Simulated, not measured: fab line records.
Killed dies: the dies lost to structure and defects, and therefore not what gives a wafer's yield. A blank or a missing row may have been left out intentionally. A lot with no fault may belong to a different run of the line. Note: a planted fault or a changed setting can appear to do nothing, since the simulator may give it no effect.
Which tool is to blame? || flow berkeleyCmos170 || 14 lots, 42 wafers sampled, at 7 steps of a route of 331

WHAT THE GAUGES READ, wafer by wafer
UCB170_PLDD_CD_MEAS_06: the cd target is 1200 nm. Usual: cdNm at 1199.3 nm, with a standard deviation of 1.6.
{"lot": "L435", "measured": "day 6 16:58", "on": "cdSem-01", "cdNm (nm)": "1197.9 1198.3 1198.3", "flag": ""}
{"lot": "L434", "measured": "day 6 17:14", "on": "cdSem-01", "cdNm (nm)": "1200.6 1199.5 1199.8", "flag": ""}
{"lot": "L438", "measured": "day 7 00:14", "on": "cdSem-02", "cdNm (nm)": "1200.7 1201.3 1202.8", "flag": ""}
{"lot": "L436", "measured": "day 7 00:16", "on": "cdSem-01", "cdNm (nm)": "1199.1 1199.6 1198.4", "flag": ""}
{"lot": "L437", "measured": "day 7 00:31", "on": "cdSem-02", "cdNm (nm)": "1199.9 1199.1 1199.8", "flag": ""}
{"lot": "L440", "measured": "day 7 03:10", "on": "cdSem-02", "cdNm (nm)": "1199.7 1200.6 1200.2", "flag": ""}
{"lot": "L439", "measured": "day 7 03:24", "on": "cdSem-02", "cdNm (nm)": "1196.7 1197.8 1199.2", "flag": ""}
{"lot": "L441", "measured": "day 7 19:30", "on": "cdSem-02", "cdNm (nm)": "1198.7 1198.2 1199.3", "flag": ""}
{"lot": "L447", "measured": "day 9 05:24", "on": "cdSem-02", "cdNm (nm)": "1197.7 1198.7 1197.9", "flag": ""}
{"lot": "L453", "measured": "day 10 10:15", "on": "cdSem-02", "cdNm (nm)": "1197.2 1196.0 1196.3", "flag": ""}
{"lot": "L457", "measured": "day 11 03:14", "on": "cdSem-01", "cdNm (nm)": "1202.5 1200.9 1201.4", "flag": ""}
{"lot": "L456", "measured": "day 11 04:01", "on": "cdSem-02", "cdNm (nm)": "1200.9 1199.8 1200.0", "flag": ""}
{"lot": "L454", "measured": "day 11 04:10", "on": "cdSem-02", "cdNm (nm)": "1197.2 1196.7 1196.3", "flag": ""}
{"lot": "L455", "measured": "day 11 04:17", "on": "cdSem-01", "cdNm (nm)": "1202.1 1201.0 1200.9", "flag": ""}

UCB170_PSD_CD_MEAS_06: the cd target is 1200 nm. Usual: cdNm at 1199.1 nm, with a standard deviation of 1.5.
{"lot": "L435", "measured": "day 7 01:16", "on": "cdSem-01", "cdNm (nm)": "1200.6 1200.0 1200.8", "flag": ""}
{"lot": "L434", "measured": "day 7 01:32", "on": "cdSem-01", "cdNm (nm)": "1199.9 1199.4 1200.5", "flag": ""}
{"lot": "L438", "measured": "day 7 07:05", "on": "cdSem-02", "cdNm (nm)": "1198.8 1200.2 1200.1", "flag": ""}
{"lot": "L436", "measured": "day 7 07:28", "on": "cdSem-01", "cdNm (nm)": "1196.2 1197.6 1197.4", "flag": ""}
{"lot": "L437", "measured": "day 7 07:17", "on": "cdSem-01", "cdNm (nm)": "1199.6 1199.3 1199.3", "flag": ""}
{"lot": "L440", "measured": "day 7 11:18", "on": "cdSem-01", "cdNm (nm)": "1197.6 1198.7 1197.5", "flag": ""}
{"lot": "L439", "measured": "day 7 11:37", "on": "cdSem-01", "cdNm (nm)": "1201.2 1200.4 1199.7", "flag": ""}
{"lot": "L441", "measured": "day 8 03:48", "on": "cdSem-01", "cdNm (nm)": "1201.6 1201.0 1200.1", "flag": ""}
{"lot": "L447", "measured": "day 9 14:38", "on": "cdSem-01", "cdNm (nm)": "1199.2 1198.0 1199.6", "flag": ""}
{"lot": "L453", "measured": "day 10 18:59", "on": "cdSem-02", "cdNm (nm)": "1198.1 1196.5 1197.5", "flag": ""}
{"lot": "L457", "measured": "day 11 11:35", "on": "cdSem-02", "cdNm (nm)": "1198.3 1198.1 1198.6", "flag": ""}
{"lot": "L456", "measured": "day 11 11:58", "on": "cdSem-02", "cdNm (nm)": "1199.4 1199.3 1199.4", "flag": ""}
{"lot": "L454", "measured": "day 11 11:55", "on": "cdSem-01", "cdNm (nm)": "1201.4 1200.0 1199.7", "flag": ""}
{"lot": "L455", "measured": "day 11 12:14", "on": "cdSem-02", "cdNm (nm)": "1197.0 1196.3 1195.9", "flag": ""}

UCB170_PSD_TW_MEAS_10. Usual: PSD_TW typically reads 2332, with standard deviation 17.
{"lot": "L435", "measured": "day 7 01:40", "on": "filmMetro-03", "PSD_TW": "2343 2317 2325", "flag": ""}
{"lot": "L434", "measured": "day 7 01:56", "on": "filmMetro-02", "PSD_TW": "2370 2367 2354", "flag": ""}
{"lot": "L438", "measured": "day 7 07:29", "on": "filmMetro-03", "PSD_TW": "2322 2335 2330", "flag": ""}
{"lot": "L436", "measured": "day 7 07:52", "on": "filmMetro-03", "PSD_TW": "2326 2332 2328", "flag": ""}
{"lot": "L437", "measured": "day 7 07:42", "on": "filmMetro-02", "PSD_TW": "2354 2362 2355", "flag": ""}
{"lot": "L440", "measured": "day 7 11:43", "on": "filmMetro-01", "PSD_TW": "2307 2313 2305", "flag": ""}
{"lot": "L439", "measured": "day 7 12:01", "on": "filmMetro-02", "PSD_TW": "2236 2240 2248 2251 2253 2256", "flag": "OFF"}
{"lot": "L441", "measured": "day 8 04:11", "on": "filmMetro-01", "PSD_TW": "2210 2212 2223 2209 2211 2226", "flag": "OFF"}
{"lot": "L447", "measured": "day 9 15:02", "on": "filmMetro-01", "PSD_TW": "2314 2323 2316", "flag": ""}
{"lot": "L453", "measured": "day 10 19:23", "on": "filmMetro-01", "PSD_TW": "2314 2309 2308", "flag": ""}
{"lot": "L457", "measured": "day 11 12:00", "on": "filmMetro-01", "PSD_TW": "2320 2316 2320", "flag": ""}
{"lot": "L456", "measured": "day 11 12:22", "on": "filmMetro-02", "PSD_TW": "2349 2341 2342", "flag": ""}
{"lot": "L454", "measured": "day 11 12:17", "on": "filmMetro-01", "PSD_TW": "2315 2298 2309", "flag": ""}
{"lot": "L455", "measured": "day 11 12:37", "on": "filmMetro-03", "PSD_TW": "2308 2306 2308", "flag": ""}

UCB170_NSD_CD_MEAS_06: the cd target is 1200 nm. Usual: cdNm at 1199.5 nm, with a standard deviation of 1.5.
{"lot": "L435", "measured": "day 7 04:05", "on": "cdSem-02", "cdNm (nm)": "1199.6 1200.3 1199.8", "flag": ""}
{"lot": "L434", "measured": "day 7 04:24", "on": "cdSem-02", "cdNm (nm)": "1200.9 1199.3 1198.8", "flag": ""}
{"lot": "L438", "measured": "day 7 08:45", "on": "cdSem-02", "cdNm (nm)": "1198.7 1198.8 1197.5", "flag": ""}
{"lot": "L436", "measured": "day 7 09:19", "on": "cdSem-02", "cdNm (nm)": "1200.1 1198.9 1198.0", "flag": ""}
{"lot": "L437", "measured": "day 7 09:03", "on": "cdSem-01", "cdNm (nm)": "1200.7 1202.0 1199.4", "flag": ""}
{"lot": "L440", "measured": "day 7 13:26", "on": "cdSem-01", "cdNm (nm)": "1201.8 1201.6 1201.2", "flag": ""}
{"lot": "L439", "measured": "day 7 16:45", "on": "cdSem-01", "cdNm (nm)": "1201.6 1201.3 1203.0", "flag": ""}
{"lot": "L441", "measured": "day 8 08:39", "on": "cdSem-02", "cdNm (nm)": "1197.7 1197.6 1197.3", "flag": ""}
{"lot": "L447", "measured": "day 9 16:43", "on": "cdSem-02", "cdNm (nm)": "1200.6 1201.7 1200.9", "flag": ""}
{"lot": "L453", "measured": "day 10 23:38", "on": "cdSem-02", "cdNm (nm)": "1199.9 1201.5 1199.9", "flag": ""}
{"lot": "L457", "measured": "day 11 13:04", "on": "cdSem-01", "cdNm (nm)": "1199.9 1199.2 1198.7", "flag": ""}
{"lot": "L456", "measured": "day 11 13:47", "on": "cdSem-02", "cdNm (nm)": "1199.9 1200.5 1199.9", "flag": ""}
{"lot": "L454", "measured": "day 11 13:43", "on": "cdSem-01", "cdNm (nm)": "1198.2 1198.7 1198.4", "flag": ""}
{"lot": "L455", "measured": "day 11 13:57", "on": "cdSem-01", "cdNm (nm)": "1197.6 1199.0 1198.2", "flag": ""}

UCB170_SDANNEAL_RS_MEAS_02: measures by four-point-probe. Usual: PSD_RS typically reads 75.55 ohm/sq, with standard deviation 0.25.
{"lot": "L435", "measured": "day 7 05:53", "on": "filmMetro-01", "PSD_RS (ohm/sq)": "75.78 76.02 75.84", "flag": ""}
{"lot": "L434", "measured": "day 7 06:05", "on": "filmMetro-03", "PSD_RS (ohm/sq)": "75.84 75.57 75.98", "flag": ""}
{"lot": "L438", "measured": "day 7 12:54", "on": "filmMetro-01", "PSD_RS (ohm/sq)": "75.67 75.56 75.57", "flag": ""}
{"lot": "L436", "measured": "day 7 12:55", "on": "filmMetro-03", "PSD_RS (ohm/sq)": "75.50 75.54 75.61", "flag": ""}
{"lot": "L437", "measured": "day 7 13:13", "on": "filmMetro-02", "PSD_RS (ohm/sq)": "75.51 75.33 75.50", "flag": ""}
{"lot": "L440", "measured": "day 7 15:04", "on": "filmMetro-01", "PSD_RS (ohm/sq)": "75.62 75.68 75.59", "flag": ""}
{"lot": "L439", "measured": "day 7 19:31", "on": "filmMetro-02", "PSD_RS (ohm/sq)": "77.69 77.70 77.76 77.90 77.70 77.69", "flag": "OFF"}
{"lot": "L441", "measured": "day 8 10:41", "on": "filmMetro-03", "PSD_RS (ohm/sq)": "77.49 77.85 77.90 77.44 77.86 77.77", "flag": "OFF"}
{"lot": "L447", "measured": "day 9 18:15", "on": "filmMetro-01", "PSD_RS (ohm/sq)": "76.08 75.98 76.16", "flag": ""}
{"lot": "L453", "measured": "day 11 01:57", "on": "filmMetro-02", "PSD_RS (ohm/sq)": "75.12 75.36 75.30", "flag": ""}
{"lot": "L457", "measured": "day 11 14:46", "on": "filmMetro-02", "PSD_RS (ohm/sq)": "75.52 75.55 75.17", "flag": ""}
{"lot": "L456", "measured": "day 11 15:23", "on": "filmMetro-03", "PSD_RS (ohm/sq)": "75.50 75.59 75.42", "flag": ""}
{"lot": "L454", "measured": "day 11 15:12", "on": "filmMetro-01", "PSD_RS (ohm/sq)": "75.77 75.79 75.88", "flag": ""}
{"lot": "L455", "measured": "day 11 15:28", "on": "filmMetro-02", "PSD_RS (ohm/sq)": "75.60 75.55 75.44", "flag": ""}

WHAT TOOL EACH LOT RAN ON (gives the tool, then ch and the chambers of the sampled wafers, and finally the start)
{"lot": "L435", "UCB170_PSD_IMPLANT_08": "implanter-02 ch 0, day 7 01:25", "UCB170_PSD_STRIP_09": "plasmaAsher-01 ch 0,1, day 7 01:34"}
{"lot": "L434", "UCB170_PSD_IMPLANT_08": "implanter-03 ch 0, day 7 01:41", "UCB170_PSD_STRIP_09": "plasmaAsher-02 ch 0,1, day 7 01:50"}
{"lot": "L438", "UCB170_PSD_IMPLANT_08": "implanter-04 ch 0, day 7 07:14", "UCB170_PSD_STRIP_09": "plasmaAsher-02 ch 1, day 7 07:23"}
{"lot": "L436", "UCB170_PSD_IMPLANT_08": "implanter-04 ch 0, day 7 07:37", "UCB170_PSD_STRIP_09": "plasmaAsher-01 ch 0,1, day 7 07:45"}
{"lot": "L437", "UCB170_PSD_IMPLANT_08": "implanter-02 ch 0, day 7 07:27", "UCB170_PSD_STRIP_09": "plasmaAsher-03 ch 0,1, day 7 07:36"}
{"lot": "L440", "UCB170_PSD_IMPLANT_08": "implanter-04 ch 0, day 7 11:28", "UCB170_PSD_STRIP_09": "plasmaAsher-02 ch 0,1, day 7 11:37"}
{"lot": "L439", "UCB170_PSD_IMPLANT_08": "implanter-02 ch 0, day 7 11:47", "UCB170_PSD_STRIP_09": "plasmaAsher-03 ch 0,1, day 7 11:55"}
{"lot": "L441", "UCB170_PSD_IMPLANT_08": "implanter-02 ch 0, day 8 03:58", "UCB170_PSD_STRIP_09": "plasmaAsher-01 ch 1, day 8 04:05"}
{"lot": "L447", "UCB170_PSD_IMPLANT_08": "implanter-03 ch 0, day 9 14:47", "UCB170_PSD_STRIP_09": "plasmaAsher-03 ch 0,1, day 9 14:56"}
{"lot": "L453", "UCB170_PSD_IMPLANT_08": "implanter-03 ch 0, day 10 19:09", "UCB170_PSD_STRIP_09": "plasmaAsher-03 ch 0,1, day 10 19:16"}
{"lot": "L457", "UCB170_PSD_IMPLANT_08": "implanter-03 ch 0, day 11 11:45", "UCB170_PSD_STRIP_09": "plasmaAsher-03 ch 0,1, day 11 11:54"}
{"lot": "L456", "UCB170_PSD_IMPLANT_08": "implanter-04 ch 0, day 11 12:08", "UCB170_PSD_STRIP_09": "plasmaAsher-03 ch 0,1, day 11 12:15"}
{"lot": "L454", "UCB170_PSD_IMPLANT_08": "implanter-02 ch 0, day 11 12:04", "UCB170_PSD_STRIP_09": "plasmaAsher-01 ch 0,1, day 11 12:12"}
{"lot": "L455", "UCB170_PSD_IMPLANT_08": "implanter-03 ch 0, day 11 12:24", "UCB170_PSD_STRIP_09": "plasmaAsher-01 ch 0,1, day 11 12:32"}
- UCB170_PSD_IMPLANT_08
- UCB170_PSD_STRIP_09: strips in O2.

WHAT THE TOOLS THEMSELVES READ (means of the sampled wafers that have a number; where no wafer has one, the mark that the record gives instead)
UCB170_PSD_IMPLANT_08. Usual: beamEnergyKeV 20.001, standard deviation 0.0067; faradayCurrentUA 9265, standard deviation 200.
{"lot": "L435", "tool": "implanter-02", "beamEnergyKeV": 19.999, "faradayCurrentUA": 9151, "flag": ""}
{"lot": "L434", "tool": "implanter-03", "beamEnergyKeV": 20.006, "faradayCurrentUA": 9466, "flag": ""}
{"lot": "L438", "tool": "implanter-04", "beamEnergyKeV": 20.004, "faradayCurrentUA": 9269, "flag": ""}
{"lot": "L436", "tool": "implanter-04", "beamEnergyKeV": 19.998, "faradayCurrentUA": 9435, "flag": ""}
{"lot": "L437", "tool": "implanter-02", "beamEnergyKeV": 20.003, "faradayCurrentUA": 9252, "flag": ""}
{"lot": "L440", "tool": "implanter-04", "beamEnergyKeV": 19.996, "faradayCurrentUA": 9153, "flag": ""}
{"lot": "L439", "tool": "implanter-02", "beamEnergyKeV": 16.404, "faradayCurrentUA": 8981, "flag": "OFF"}
{"lot": "L441", "tool": "implanter-02", "beamEnergyKeV": 16.401, "faradayCurrentUA": 9082, "flag": "OFF"}
{"lot": "L447", "tool": "implanter-03", "beamEnergyKeV": 19.997, "faradayCurrentUA": 9395, "flag": ""}
{"lot": "L453", "tool": "implanter-03", "beamEnergyKeV": 20.004, "faradayCurrentUA": 9243, "flag": ""}
{"lot": "L457", "tool": "implanter-03", "beamEnergyKeV": 19.999, "faradayCurrentUA": 9320, "flag": ""}
{"lot": "L456", "tool": "implanter-04", "beamEnergyKeV": 20.000, "faradayCurrentUA": 9292, "flag": ""}
{"lot": "L454", "tool": "implanter-02", "beamEnergyKeV": 20.001, "faradayCurrentUA": 9191, "flag": ""}
{"lot": "L455", "tool": "implanter-03", "beamEnergyKeV": 19.989, "faradayCurrentUA": 9399, "flag": ""}

UCB170_PSD_STRIP_09. Usual: drypumpMotorCurrentA 5.5 A, standard deviation 0.48; oesProductAu 0.601 a.u., standard deviation 0.0049; stripTimeToEndpointS 29.39 s, standard deviation 0.074.
{"lot": "L435", "tool": "plasmaAsher-01", "drypumpMotorCurrentA (A)": 5.9, "oesProductAu (a.u.)": 0.604, "stripTimeToEndpointS (s)": 29.26, "flag": ""}
{"lot": "L434", "tool": "plasmaAsher-02", "drypumpMotorCurrentA (A)": 5.9, "oesProductAu (a.u.)": 0.604, "stripTimeToEndpointS (s)": 29.39, "flag": ""}
{"lot": "L438", "tool": "plasmaAsher-02", "drypumpMotorCurrentA (A)": 6.0, "oesProductAu (a.u.)": 0.603, "stripTimeToEndpointS (s)": 29.37, "flag": ""}
{"lot": "L436", "tool": "plasmaAsher-01", "drypumpMotorCurrentA (A)": 5.9, "oesProductAu (a.u.)": 0.600, "stripTimeToEndpointS (s)": 29.37, "flag": ""}
{"lot": "L437", "tool": "plasmaAsher-03", "drypumpMotorCurrentA (A)": 5.0, "oesProductAu (a.u.)": 0.607, "stripTimeToEndpointS (s)": 29.45, "flag": ""}
{"lot": "L440", "tool": "plasmaAsher-02", "drypumpMotorCurrentA (A)": 5.9, "oesProductAu (a.u.)": 0.604, "stripTimeToEndpointS (s)": 29.44, "flag": ""}
{"lot": "L439", "tool": "plasmaAsher-03", "drypumpMotorCurrentA (A)": 4.9, "oesProductAu (a.u.)": 0.619, "stripTimeToEndpointS (s)": 27.78, "flag": "OFF"}
{"lot": "L441", "tool": "plasmaAsher-01", "drypumpMotorCurrentA (A)": 6.0, "oesProductAu (a.u.)": 0.618, "stripTimeToEndpointS (s)": 27.93, "flag": "OFF"}
{"lot": "L447", "tool": "plasmaAsher-03", "drypumpMotorCurrentA (A)": 4.9, "oesProductAu (a.u.)": 0.603, "stripTimeToEndpointS (s)": 29.37, "flag": ""}
{"lot": "L453", "tool": "plasmaAsher-03", "drypumpMotorCurrentA (A)": 4.9, "oesProductAu (a.u.)": 0.604, "stripTimeToEndpointS (s)": 29.44, "flag": ""}
{"lot": "L457", "tool": "plasmaAsher-03", "drypumpMotorCurrentA (A)": 5.0, "oesProductAu (a.u.)": 0.599, "stripTimeToEndpointS (s)": 29.39, "flag": ""}
{"lot": "L456", "tool": "plasmaAsher-03", "drypumpMotorCurrentA (A)": 5.0, "oesProductAu (a.u.)": 0.604, "stripTimeToEndpointS (s)": 29.39, "flag": ""}
{"lot": "L454", "tool": "plasmaAsher-01", "drypumpMotorCurrentA (A)": 5.9, "oesProductAu (a.u.)": 0.602, "stripTimeToEndpointS (s)": 29.24, "flag": ""}
{"lot": "L455", "tool": "plasmaAsher-01", "drypumpMotorCurrentA (A)": 5.9, "oesProductAu (a.u.)": 0.599, "stripTimeToEndpointS (s)": 29.41, "flag": ""}

THE ANSWER, worked out from the rows above alone
Rule: take the mean of a lot's wafers that have a number; if it is more than 3 standard deviations from the usual mean, the lot is off. Also off: a lot with no number at a reading for which 4 or more lots have one. Where the step has rows for the other lots, those lots are counted as sound. After the gauges, taken in route order, come the tools' own readings; for these a lot's mean is taken, as printed above. At the first step where some lot is off, the reading lying furthest off is the one used; lots without a number count as furthest.
Off: L439, L441, at UCB170_PSD_TW_MEAS_10 (PSD_TW).
If a tool, at a process step before that reading, ran all the lots that are off and no sound lot after the first of them, it fits. Not tried: the gauges at UCB170_PSD_TW_MEAS_10; whatever is off there is also off at UCB170_PSD_IMPLANT_08, on other tools, and gauge error can't account for it. None of those tried fits.

WHAT THE SIMULATOR PUT IN
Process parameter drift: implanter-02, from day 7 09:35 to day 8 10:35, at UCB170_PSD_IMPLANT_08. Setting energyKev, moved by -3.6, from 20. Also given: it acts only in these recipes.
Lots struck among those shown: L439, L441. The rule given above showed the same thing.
